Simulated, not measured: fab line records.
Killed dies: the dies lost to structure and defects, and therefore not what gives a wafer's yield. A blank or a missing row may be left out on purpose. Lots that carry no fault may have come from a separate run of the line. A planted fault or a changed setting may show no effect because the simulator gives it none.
fab line records    flow rit_cmos
[record] lots = 6  wafers = 18  last_day = 7
route steps=202 shown PSD@150 SDANNEAL@153 NSD@158 PLDD@159 NLDD@160 SILICIDE@161 M1@202
lots untouched by any fault: they come from a run of this same line in which no faults occurred
start_h: hours from the record's first day to the start of the lot's first wafer shown    wait_h: hours since the lot's step before    " unchanged from the row above    L1.1+2: several wafers, shown together as one row    - value missing, or start not given    * or withheld: withheld    < > ~ a bound
route shown NAME@n: names a module that has steps shown in the file, with the first one's number in the route    usual: mean and standard deviation over wafers with no fault    same: alike in all rows    chamber/n: place in a boat    sites: per-site readings    _std_site: how widely they spread, as a standard deviation    _edge_site: the outer-site mean with the inner-site mean subtracted    radius_mm: how far each site lies from the wafer's centre    mask NAME#n: copy n    behind: the last tool/chamber to shape the wafer    hold: why the lot was held/for how many hours/how that ended    device: the transistor (n, p or np) that didn't switch    end of line: at the end of the route, the tests of the same wafers    a step without rows: its recipe alone    killed: at the first sort, the dies lost to defects and structure; wafer yield is something else    map: a wafer's dies, marking killed ones x, the rest . and places with no die _
set.NAME: the setting that was run; set.NAME@STEP: the one run at that earlier step    model.NAME: the simulator's own value behind a step, which no gauge read
lots at some steps of the route; a table a step, a row a wafer
services: a tool's chamber out of use, with start hour (start_h, from the record's first day; less than 0 if before it), hours out, and reason
[[steps]]
[step RIT_PSD_IMPLANT_08]
[recipe] species = BF2  energy_kev = 27  dose_cm2 = 5.117e+15  tilt_deg = 7
[step RIT_PSD_STRIP_09]
[recipe] chemistry = O2  time_s = 180  resist = NOVOLAK  platen_temp_c = withheld  power_w = 500  pressure_mtorr = 4000  o2_flow_sccm = 4000
[usual] drypump_motor_current_A = 5.51/0.22
[same] time_s = 180
lot.wafer  tool             chamber  start_h  wait_h  drypump_motor_current_A  rf_hours_counter_h
L628.1     plasma_asher-03  0        58.21    0.1     6.11                     41
L628.5     "                1        "        "       5.41                     -
L628.6     "                0        "        "       6.08                     -
L630.2     plasma_asher-03  1        73.26    0.1     5.38                     42
L630.3     "                0        "        "       6.11                     -
L630.4     "                1        "        "       5.37                     -
L640.2     plasma_asher-02  1        121.56   0.1     5.37                     34
L640.4     "                0        "        "       5.43                     -
L640.6     "                0        "        "       5.46                     -
L642.1     plasma_asher-02  1        128.15   0.1     5.38                     34
L642.2     "                0        "        "       5.42                     34
L642.6     "                1        "        "       5.37                     -
L643.1     plasma_asher-02  0        135.74   0.1     5.41                     36
L643.2     "                1        "        "       5.38                     36
L643.4     "                1        "        "       5.35                     -
L647.2     plasma_asher-02  1        155.02   0.1     5.39                     38
L647.3     "                0        "        "       5.43                     -
L647.5     "                0        "        "       5.43                     -
[step RIT_PSD_TW_MEAS_10]
[usual] PSD_TW = 3456/45
lot.wafer  tool           chamber  start_h  wait_h  PSD_TW
L628.1     film_metro-01  -        58.38    0.1     3411
L628.5     "              -        "        "       3425
L628.6     "              -        "        "       3399
L630.2     film_metro-02  -        73.45    0.1     3411
L630.3     "              -        "        "       3435
L630.4     "              -        "        "       3416
L640.2     film_metro-02  -        121.74   0.1     3426
L640.4     "              -        "        "       3432
L640.6     "              -        "        "       3414
L642.1     film_metro-02  -        128.32   0.1     3426
L642.2     "              -        "        "       3419
L642.6     "              -        "        "       3438
L643.1     film_metro-03  -        135.91   0.1     3534
L643.2     "              -        "        "       3519
L643.4     "              -        "        "       3513
L647.2     film_metro-02  -        155.20   0.1     3440
L647.3     "              -        "        "       3437
L647.5     "              -        "        "       3452
[step RIT_SDANNEAL_CLEAN_00]
[recipe] chemistry = SC1  mix = 3:3:50  time_s = 600  temp_c = 75
[step RIT_SDANNEAL_CLEAN_01]
[recipe] chemistry = dHF  dilution = 50:1  time_s = 30
[step RIT_SDANNEAL_CLEAN_02]
[recipe] chemistry = SC2  mix = 3:3:50  time_s = 600  temp_c = 75  dry = n2_spin
[step RIT_SDANNEAL_RTA_03]
[recipe] temp_c = 1050  time_s = 5  idle_temp_c = 600  ramp_up_c_per_s = 342  ramp_down_c_per_s = 171  cool_to_c = 600  ambient = N2
[usual] wafer_temp_C_max = 1053.7/1.2
[same] time_s = 5
lot.wafer  tool           chamber  start_h  wait_h  wafer_temp_C_max
L628.1     rtp_anneal-02  0        58.81    0.0     1053.4
L628.5     "              0        "        "       1054.3
L628.6     "              0        "        "       1055.0
L630.2     rtp_anneal-02  0        74.05    0.0     1052.5
L630.3     "              0        "        "       1054.2
L630.4     "              0        "        "       1055.3
L640.2     rtp_anneal-02  0        122.17   0.0     1056.7
L640.4     "              0        "        "       1053.4
L640.6     "              0        "        "       1053.7
L642.1     rtp_anneal-02  0        128.77   0.0     1053.2
L642.2     "              0        "        "       1054.7
L642.6     "              0        "        "       1054.8
L643.1     rtp_anneal-01  0        136.34   0.0     1054.6
L643.2     "              0        "        "       1052.2
L643.4     "              0        "        "       1051.6
L647.2     rtp_anneal-01  0        155.63   0.0     1053.0
L647.3     "              0        "        "       1054.2
L647.5     "              0        "        "       1052.8
[step RIT_SDANNEAL_RS_MEAS_04]
[recipe] thk_meas_gauge = four-point-probe
[usual] PSD_RS = 115.55/0.27
lot.wafer  tool           chamber  start_h  wait_h  PSD_RS[ohm/sq]
L628.1     film_metro-01  -        58.87    0.0     115.74
L628.5     "              -        "        "       115.97
L628.6     "              -        "        "       115.76
L630.2     film_metro-02  -        74.12    0.1     114.87
L630.3     "              -        "        "       114.95
L630.4     "              -        "        "       114.99
L640.2     film_metro-02  -        122.24   0.1     116.00
L640.4     "              -        "        "       115.78
L640.6     "              -        "        "       115.93
L642.1     film_metro-01  -        128.83   0.0     115.28
L642.2     "              -        "        "       115.85
L642.6     "              -        "        "       115.00
L643.1     film_metro-03  -        136.46   0.1     115.54
L643.2     "              -        "        "       115.63
L643.4     "              -        "        "       115.25
L647.2     film_metro-01  -        155.70   0.1     115.75
L647.3     "              -        "        "       115.89
L647.5     "              -        "        "       115.60
[step RIT_SDANNEAL_RS_MEAS_05]
[recipe] thk_meas_gauge = four-point-probe
[usual] NSD_RS = 86.0/0.32
lot.wafer  tool           chamber  start_h  wait_h  NSD_RS[ohm/sq]
L628.1     film_metro-01  -        58.99    0.1     86.3
L628.5     "              -        "        "       86.2
L628.6     "              -        "        "       86.5
L630.2     film_metro-02  -        74.24    0.1     86.2
L630.3     "              -        "        "       86.0
L630.4     "              -        "        "       86.5
L640.2     film_metro-02  -        122.36   0.1     85.9
L640.4     "              -        "        "       86.1
L640.6     "              -        "        "       85.8
L642.1     film_metro-01  -        128.95   0.1     86.0
L642.2     "              -        "        "       85.9
L642.6     "              -        "        "       86.0
L643.1     film_metro-03  -        136.58   0.1     85.4
L643.2     "              -        "        "       85.4
L643.4     "              -        "        "       85.3
L647.2     film_metro-01  -        155.82   0.1     85.6
L647.3     "              -        "        "       85.8
L647.5     "              -        "        "       85.7
[step RIT_SDANNEAL_RS_MEAS_06]
[recipe] thk_meas_gauge = four-point-probe
[usual] PLDD_RS = 178.6/0.5
lot.wafer  tool           chamber  start_h  wait_h  PLDD_RS[ohm/sq]
L628.1     film_metro-01  -        59.11    0.1     178.4
L628.5     "              -        "        "       178.8
L628.6     "              -        "        "       178.2
L630.2     film_metro-02  -        74.36    0.1     177.7
L630.3     "              -        "        "       177.9
L630.4     "              -        "        "       177.9
L640.2     film_metro-02  -        122.48   0.1     178.9
L640.4     "              -        "        "       178.4
L640.6     "              -        "        "       178.8
L642.1     film_metro-01  -        129.07   0.1     179.0
L642.2     "              -        "        "       178.7
L642.6     "              -        "        "       178.8
L643.1     film_metro-03  -        136.70   0.1     178.4
L643.2     "              -        "        "       178.0
L643.4     "              -        "        "       177.8
L647.2     film_metro-01  -        155.94   0.1     178.9
L647.3     "              -        "        "       178.0
L647.5     "              -        "        "       178.4
[step RIT_SDANNEAL_RS_MEAS_07]
[recipe] thk_meas_gauge = four-point-probe
[usual] NLDD_RS = 151.6/0.46
lot.wafer  tool           chamber  start_h  wait_h  NLDD_RS[ohm/sq]
L628.1     film_metro-01  -        59.23    0.1     150.8
L628.5     "              -        "        "       151.2
L628.6     "              -        "        "       150.9
L630.2     film_metro-02  -        74.48    0.1     151.8
L630.3     "              -        "        "       152.0
L630.4     "              -        "        "       151.5
L640.2     film_metro-02  -        122.60   0.1     152.1
L640.4     "              -        "        "       151.9
L640.6     "              -        "        "       151.4
L642.1     film_metro-01  -        129.19   0.1     151.1
L642.2     "              -        "        "       152.2
L642.6     "              -        "        "       151.9
L643.1     film_metro-03  -        136.82   0.1     151.6
L643.2     "              -        "        "       151.3
L643.4     "              -        "        "       151.6
L647.2     film_metro-01  -        156.06   0.1     152.0
L647.3     "              -        "        "       152.0
L647.5     "              -        "        "       152.1
[step RIT_SILICIDE_WET_ETCH_00]
[recipe] chemistry = BOE  target = SiO2  target_depth_nm = 14  time_s = 15  dry = n2_spin  dilution = 10:1  temp_c = 21.5
[step RIT_SILICIDE_SPUTTER_01]
[recipe] material = Ti  target_thk_nm = 30  power_w = 350  chamber_pressure_pa = 0.667  gas = Ar  time_s = 236.4  substrate_temp_c = 25
[usual] substrate_temp_c = 25.00/0.11  throttle_valve_pct = 30.7/0.62
lot.wafer  tool            chamber  start_h  wait_h  substrate_temp_c  throttle_valve_pct  model.Ti_of_SILICIDE_SPUTTER_01.thk_nm
L628.1     pvd_sputter-01  -        59.36    0.0     25.06             31.2                29.2
L628.5     "               -        "        "       25.01             31.3                29.24
L628.6     "               -        "        "       25.09             30.2                28.93
L630.2     pvd_sputter-04  -        74.59    0.0     24.95             31.5                29.29
L630.3     "               -        "        "       24.80             31.3                30.03
L630.4     "               -        "        "       25.07             30.8                29.29
L640.2     pvd_sputter-01  -        122.71   0.0     24.77             29.5                19.15
L640.4     "               -        "        "       24.93             31.4                19.47
L640.6     "               -        "        "       24.83             31.0                19.52
L642.1     pvd_sputter-01  -        129.32   0.0     24.94             31.2                18.99
L642.2     "               -        "        "       24.93             30.4                18.58
L642.6     "               -        "        "       24.97             30.5                18.56
L643.1     pvd_sputter-03  -        136.95   0.0     25.06             30.3                31.05
L643.2     "               -        "        "       25.10             31.4                31.27
L643.4     "               -        "        "       25.03             29.8                30.32
L647.2     pvd_sputter-04  -        156.17   0.0     25.13             31.6                29.9
L647.3     "               -        "        "       25.10             31.2                29.87
L647.5     "               -        "        "       25.10             31.7                29.58
[step RIT_SILICIDE_RS_MEAS_02]
[recipe] thk_meas_gauge = four-point-probe  reads = Ti_of_SILICIDE_SPUTTER_01
[usual] SILICIDE_TI_RS = 48.7/0.96
lot.wafer  tool           chamber  start_h  wait_h  SILICIDE_TI_RS[ohm/sq]
L628.1     film_metro-04  -        59.51    0.1     49.4
L628.5     "              -        "        "       49.3
L628.6     "              -        "        "       49.9
L630.2     film_metro-04  -        74.76    0.1     49.2
L630.3     "              -        "        "       47.6
L630.4     "              -        "        "       49.2
L640.2     film_metro-02  -        122.88   0.1     84.5
L640.4     "              -        "        "       82.9
L640.6     "              -        "        "       82.6
L642.1     film_metro-04  -        129.47   0.1     85.5
L642.2     "              -        "        "       87.7
L642.6     "              -        "        "       87.8
L643.1     film_metro-01  -        137.10   0.1     45.9
L643.2     "              -        "        "       45.4
L643.4     "              -        "        "       47.3
L647.2     film_metro-02  -        156.34   0.1     48.0
L647.3     "              -        "        "       48.2
L647.5     "              -        "        "       48.6
[step RIT_SILICIDE_THK_MEAS_03]
[recipe] thk_meas_gauge = xrf  reads = Ti_of_SILICIDE_SPUTTER_01
[usual] SILICIDE_TI_THK = 29.9/0.5
lot.wafer  tool           chamber  start_h  wait_h  SILICIDE_TI_THK[nm]
L628.1     film_metro-04  -        59.63    0.1     29.6
L628.5     "              -        "        "       29.6
L628.6     "              -        "        "       29.2
L630.2     film_metro-04  -        74.87    0.1     29.8
L630.3     "              -        "        "       30.4
L630.4     "              -        "        "       29.8
L640.2     film_metro-02  -        122.99   0.1     19.2
L640.4     "              -        "        "       19.7
L640.6     "              -        "        "       19.7
L642.1     film_metro-04  -        129.59   0.1     19.2
L642.2     "              -        "        "       18.8
L642.6     "              -        "        "       18.8
L643.1     film_metro-01  -        137.22   0.1     31.4
L643.2     "              -        "        "       31.6
L643.4     "              -        "        "       30.7
L647.2     film_metro-02  -        156.45   0.1     30.4
L647.3     "              -        "        "       30.3
L647.5     "              -        "        "       29.9
[step RIT_SILICIDE_RTA_04]
[recipe] temp_c = 650  time_s = 10  idle_temp_c = 25  ramp_up_s = 5  ramp_down_s = 5  cool_to_c = 25  ambient = N2
[usual] wafer_temp_C_max = 652.6/1.1
[same] time_s = 10
lot.wafer  tool           chamber  start_h  wait_h  wafer_temp_C_max
L628.1     rtp_anneal-01  0        59.69    0.1     651.8
L628.5     "              0        "        "       651.6
L628.6     "              0        "        "       651.8
L630.2     rtp_anneal-01  0        74.93    0.1     651.8
L630.3     "              0        "        "       652.3
L630.4     "              0        "        "       652.2
L640.2     rtp_anneal-01  0        123.05   0.1     651.8
L640.4     "              0        "        "       652.6
L640.6     "              0        "        "       651.5
L642.1     rtp_anneal-01  0        129.65   0.1     651.9
L642.2     "              0        "        "       651.4
L642.6     "              0        "        "       651.5
L643.1     rtp_anneal-02  0        137.28   0.1     654.3
L643.2     "              0        "        "       653.3
L643.4     "              0        "        "       654.0
L647.2     rtp_anneal-02  0        156.51   0.1     652.4
L647.3     "              0        "        "       652.9
L647.5     "              0        "        "       653.0
[step RIT_M1_PROBE_99]
[usual] killed_at_contacts = 0.0/0.22  killed_at_front_end = 6.9/2.9  killed_dies = 7.0/2.9  killed_open = 3.5/2  killed_short = 3.5/2
[same] gross_dies = 264  killed_at_M0_to_M3 = 0  killed_at_M4_up = 0  killed_at_back_side = 0  killed_at_other = 0
lot.wafer  tool       chamber  start_h  wait_h  killed_at_contacts  killed_at_front_end  killed_dies  killed_open  killed_short  model.etest.npoly_line.line_ohm_um  model.etest.ppoly_line.line_ohm_um  model.etest.ppoly_line.width_nm  model.etest.npoly_line.width_nm  model.etest.contact_pplus.end_ohm_um  model.etest.contact_nplus.end_ohm_um  model.etest.npoly_line.rs_ohm_sq  model.etest.ppoly_line.rs_ohm_sq
L628.1     prober-02  -        66.60    0.1     0                   6                    6            3            3             164.3                               156                                 104.7                            103.7                            42.03                                 41.79                                 17.16                             16.57
L628.5     prober-02  -        66.80    0.2     0                   5                    5            4            1             165.9                               155.9                               105.7                            104.6                            42.88                                 41.48                                 17.19                             16.49
L628.6     prober-02  -        66.85    0.2     0                   12                   12           5            7             171.2                               161.9                               105.2                            104.2                            42.91                                 42.14                                 17.38                             16.63
L630.2     prober-02  -        81.50    0.1     0                   9                    9            6            3             174.8                               166.8                               100.8                            99.92                            42.99                                 40.95                                 17.44                             16.8
L630.3     prober-02  -        81.55    0.2     0                   4                    4            2            2             162                                 156.1                               104.6                            103.9                            44.02                                 42.69                                 17.13                             16.36
L630.4     prober-02  -        81.60    0.2     0                   7                    7            3            4             170.5                               164.4                               102.1                            101.5                            43.66                                 42.75                                 17.3                              16.71
L642.1     prober-02  -        136.06   0.1     0                   9                    9            5            4             231.8                               216.6                               108.4                            107.6                            34.24                                 35                                    24.99                             23.77
L642.2     prober-02  -        136.11   0.1     0                   5                    5            2            3             231.9                               218.4                               112.1                            111.1                            34.36                                 34.99                                 25.68                             24.29
L642.6     prober-02  -        136.31   0.2     0                   5                    5            3            2             234.3                               221.3                               110.2                            110                              34.51                                 34.3                                  25.73                             24.21
L643.1     prober-01  -        144.96   0.1     0                   4                    4            3            1             165.7                               157.8                               100.8                            99.88                            42.93                                 44.84                                 16.56                             16.02
L643.2     prober-01  -        145.01   0.1     0                   6                    6            2            4             166.9                               161.1                               99.59                            99.15                            44.94                                 47.07                                 16.62                             16.02
L643.4     prober-01  -        145.11   0.2     0                   3                    3            3            0             172.8                               165.3                               100                              99.3                             42.17                                 43.2                                  16.96                             16.6
L647.2     prober-01  -        164.11   0.1     1                   12                   13           5            8             162.9                               157.7                               104.8                            103.8                            41.98                                 42.68                                 17.09                             16.55
L647.3     prober-01  -        164.16   0.2     0                   10                   10           4            6             167.9                               162.3                               102.6                            102.2                            42.84                                 43.05                                 17.11                             16.64
L647.5     prober-01  -        164.26   0.2     1                   8                    9            6            3             165.9                               158.7                               104.6                            103.7                            42.59                                 42.7                                  17.3                              16.76
// killed by level:class
L628.1 GATE:geometric_particle:short=2 GATE:geometric_particle:open=2 SPACER:geometric_particle:open=1 SILICIDE:geometric_particle:short=1
L628.5 GATE:geometric_particle:open=4 GATE:geometric_particle:short=1
L628.6 GATE:geometric_particle:short=5 GATE:geometric_particle:open=3 FOX1:geometric_particle:short=1 FOX2:geometric_particle:open=1 SPACER:geometric_particle:short=1 SILICIDE:geometric_particle:open=1
L630.2 GATE:geometric_particle:open=3 ACTIVE:geometric_particle:open=1 GATE:geometric_particle:short=1 REOX:geometric_particle:short=1 SPACER:geometric_particle:open=1 SPACER:geometric_particle:short=1 SILICIDE:geometric_particle:open=1
L630.3 GATE:geometric_particle:short=1 GATE:geometric_particle:open=1 SPACER:geometric_particle:short=1 SILICIDE:geometric_particle:open=1
L630.4 GATE:geometric_particle:open=3 GATE:geometric_particle:short=2 FOX2:geometric_particle:short=1 SILICIDE:geometric_particle:short=1
L642.1 REOX:geometric_particle:short=3 GATE:geometric_particle:open=2 FOX2:geometric_particle:short=1 REOX:geometric_particle:open=1 SPACER:geometric_particle:open=1 SILICIDE:geometric_particle:open=1
L642.2 GATE:geometric_particle:short=2 FOX1:geometric_particle:open=1 REOX:geometric_particle:open=1 REOX:geometric_particle:short=1
L642.6 GATE:geometric_particle:open=3 GATE:geometric_particle:short=1 REOX:geometric_particle:short=1
L643.1 GATE:geometric_particle:open=2 GATE:geometric_particle:short=1 SILICIDE:geometric_particle:open=1
L643.2 GATE:geometric_particle:short=2 FOX1:geometric_particle:open=1 FOX2:geometric_particle:short=1 REOX:geometric_particle:open=1 SILICIDE:geometric_particle:short=1
L643.4 SPACER:geometric_particle:open=2 FOX1:geometric_particle:open=1
L647.2 GATE:geometric_particle:open=5 FOX2:geometric_particle:short=2 SILICIDE:geometric_particle:short=2 FOX1:geometric_particle:short=1 GATE:geometric_particle:short=1 SPACER:geometric_particle:short=1 CONTACT:geometric_particle:short=1
L647.3 GATE:geometric_particle:short=3 REOX:geometric_particle:open=2 FOX1:geometric_particle:open=1 FOX1:geometric_particle:short=1 REOX:geometric_particle:short=1 SILICIDE:geometric_particle:short=1 SILICIDE:geometric_particle:open=1
L647.5 REOX:geometric_particle:short=2 ACTIVE:geometric_particle:open=1 FOX1:geometric_particle:short=1 FOX1:geometric_particle:open=1 FOX2:geometric_particle:open=1 GATE:geometric_particle:open=1 REOX:geometric_particle:open=1 CONTACT:geometric_particle:open=1
[[services]]
tool             chamber  start_h  hours  kind
pvd_sputter-03   -        34.38    0.7    repair
pvd_sputter-03   -        51.45    4.5    repair
pvd_sputter-04   -        55.07    17.0   repair
pvd_sputter-03   -        62.24    0.7    repair
plasma_asher-02  -        67.41    14.6   pm
pvd_sputter-03   -        97.53    30.8   repair
pvd_sputter-03   -        103.34   1.7    repair
pvd_sputter-04   -        136.16   0.9    repair
[[key]]
[first_sign] step = RIT_SILICIDE_RS_MEAS_02  reading = SILICIDE_TI_RS  direction = up  sigmas = 38  usual = 48.7  struck = 85.2
[effect] step = RIT_SILICIDE_THK_MEAS_03  reading = SILICIDE_TI_THK  direction = down  sigmas = 21  usual = 29.9  struck = 19.2
[model_effect] step = RIT_SILICIDE_SPUTTER_01  value = Ti_of_SILICIDE_SPUTTER_01.thk_nm  without = 29.04  struck = 19.05
[model_effect] step = RIT_M1_PROBE_99  value = etest.npoly_line.line_ohm_um  without = 174  struck = 232.7
met_at RIT_SILICIDE_SPUTTER_01
struck_wafers L640.2,L640.4,L640.6,L642.1,L642.2,L642.6
rows_end L640.2,L640.4,L640.6
tester_left_out L642
onset_between 59.36 122.71
also_fits RIT_SDANNEAL_RTA_03:rtp_anneal-02
[fault] kind = process_parameter_drift  tool = pvd_sputter-01  chamber = -  onset_h = 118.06  steps = RIT_SILICIDE_SPUTTER_01  channel = target_thk_nm  offset = -10.15  shape = step  end_h = 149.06  acts_in = these_recipes_only  stated = 30
// tester_left_out: of these lots the tester's yield and bins aren't shown, on N5 and GAA mostly nor the transistor test; their killed dies are dies lost to structure and defects alone, not to doping, threshold or leakage, so they don't give the yield
// rows_end: these wafers met a further fault down the route, and their rows from its step on are left out
